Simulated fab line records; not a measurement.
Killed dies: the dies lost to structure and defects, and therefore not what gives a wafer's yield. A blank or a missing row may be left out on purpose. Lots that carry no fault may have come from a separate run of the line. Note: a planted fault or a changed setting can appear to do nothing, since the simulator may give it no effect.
Chamber matching | flow berkeley_cmos170 | 4 sister chambers for UCB170_ZERO_ETCH_06 on rie_diel-01
The step etches SiO2 in CHF3/CF4/Ar, time 12 s. 4 wafers are shown with their chamber, then 7 later ones without.

## WAFERS PAIRED WITH THEIR CHAMBERS
wafer  | chamber | throttle_valve_pct (%)
L634.5 | 2       | 9.23
L639.5 | 0       | 9.22
L643.1 | 3       | 9.24
L643.2 | 1       | 9.16

## WAFERS WITH NO CHAMBER GIVEN
wafer  | throttle_valve_pct (%)
L643.5 | 9.16
L645.1 | 9.23
L645.2 | 9.21
L645.6 | 9.25
L648.1 | 9.25
L648.4 | 9.23
L648.5 | 9.15

## CHAMBER TAKEN BY EACH
wafer  | from the rows above          | in truth
L643.5 | 1                            | 1
L645.1 | can't be placed: 2 or 0 or 3 | 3
L645.2 | can't be placed: 0 or 2      | 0
L645.6 | can't be placed: 3 or 2      | 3
L648.1 | can't be placed: 3 or 2      | 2
L648.4 | can't be placed: 2 or 0 or 3 | 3
L648.5 | 1                            | 1
Correctly placed: 2 of 7. These rows do not allow placing 5 (true chamber among the candidates in 5). 0 placed wrongly.
How it was worked out, from the rows above alone: a wafer's distance from a chamber is the root of the sum, over the readings, of the square of ((its reading less the chamber's mean) divided by the reading's scatter). The wafer belongs to the nearest chamber; if the next one is less than 2 further off, it can't be placed. For every chamber, the mean is computed from those of its wafers that are shown. The scatter: with one shown wafer a chamber, the root of the mean of the squares of how far each hidden wafer lies from its nearest shown one.
